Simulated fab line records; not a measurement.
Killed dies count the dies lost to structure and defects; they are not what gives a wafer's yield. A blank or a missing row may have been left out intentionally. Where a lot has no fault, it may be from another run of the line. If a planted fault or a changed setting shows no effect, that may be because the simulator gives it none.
A single fault, viewed from 2 desks / flow berkeley-cmos170 / every desk sees just its own numbers, and what lay behind them comes last

AT THE METROLOGY DESK
What the gauges read, lot by lot, whatever tool the lot ran on: means of the sampled wafers that have a number. Any lot whose mean is over 4 standard deviations away from the usual mean is out of limits and marked OUT; that distance is given in the brackets.
Columns: A = CONTACT_PSG_THK at UCB170_CONTACT_THK_MEAS_02, usual 698 nm; B = cd-nm at UCB170_M2_CD_MEAS_15, usual 700.0 nm; C = M3_AL_RS at UCB170_M3_RS_MEAS_02, usual 0.03227 ohm/sq; D = M3_AL_THK at UCB170_M3_THK_MEAS_03, usual 896 nm
lot=L729; first seen here=day 7 04:31; A=699; B=702.3; C=0.03237; D=893
lot=L728; first seen here=day 7 06:18; A=702; B=698.0; C=0.03244; D=898
lot=L730; first seen here=day 7 15:52; A=685; B=701.8; C=0.03264; D=877
lot=L734; first seen here=day 8 20:34; A=691; B=698.2; C=0.04209 (+33) OUT; D=762 (-12) OUT
lot=L737; first seen here=day 8 23:15; A=698; B=699.0; C=0.03196; D=912
lot=L736; first seen here=day 8 23:22; A=717; B=699.2; C=0.04165 (+31) OUT; D=765 (-12) OUT
lot=L741; first seen here=day 9 19:55; A=706; B=700.7; C=0.03211; D=900
lot=L742; first seen here=day 9 19:55; A=700; B=700.9; C=0.03238; D=887
lot=L743; first seen here=day 10 08:23; A=703; B=701.0; C=0.03237; D=890
lot=L745; first seen here=day 10 13:22; A=696; B=700.6; C=0.03223; D=901
lot=L750; first seen here=day 11 07:12; A=703; B=698.7; C=0.03192; D=917
lot=L748; first seen here=day 11 07:48; A=696; B=698.6; C=0.03204; D=893
lot=L749; first seen here=day 11 08:59; A=698; B=699.1; C=0.03223; D=890
lot=L747; first seen here=day 11 08:59; A=697; B=698.4; C=0.03251; D=887
This desk's result: L734, L736 out of limits, first on L734 (M3_AL_RS at UCB170_M3_RS_MEAS_02), day 9 19:40. In limits: L729, L728, L730, L737, L741, L742, L743, L745, L750, L748, L749, L747.

TOOL OWNER'S DESK, pvd-sputter-04
The tool's own readings at UCB170_M3_SPUTTER_01 (material Al, target thk 900 nm, time 120 s): means of the sampled wafers that have a number, for each lot that ran on this tool. Any lot whose mean is over 4 standard deviations away from the usual mean is out of limits and marked OUT; that distance is given in the brackets.
Columns: A = throttle-valve-pct at UCB170_M3_SPUTTER_01, usual 30.0 %
lot=L729; first seen here=day 7 23:49; A=29.4
lot=L734; first seen here=day 9 19:35; A=29.5
lot=L736; first seen here=day 9 20:50; A=29.2
This desk's finding: nothing out of limits on any of the 3 lots.

ALL TOGETHER
Metrology desk: alarm possible at day 9 19:40 on L734, L736.
Nothing out of limits was seen by the tool owner's desk.
On record at the tool owner's desk: L734, L736, within its limits.
Of the lots named, all ran UCB170_M3_SPUTTER_01 on pvd-sputter-04.

WHAT THE SIMULATOR HAD PUT IN
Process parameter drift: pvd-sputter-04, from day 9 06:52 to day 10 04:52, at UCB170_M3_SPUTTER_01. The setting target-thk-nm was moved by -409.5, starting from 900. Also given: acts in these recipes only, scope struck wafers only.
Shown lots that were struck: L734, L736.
Delay in hours, fault start to first out-of-limits reading, per desk: metrology desk 13.
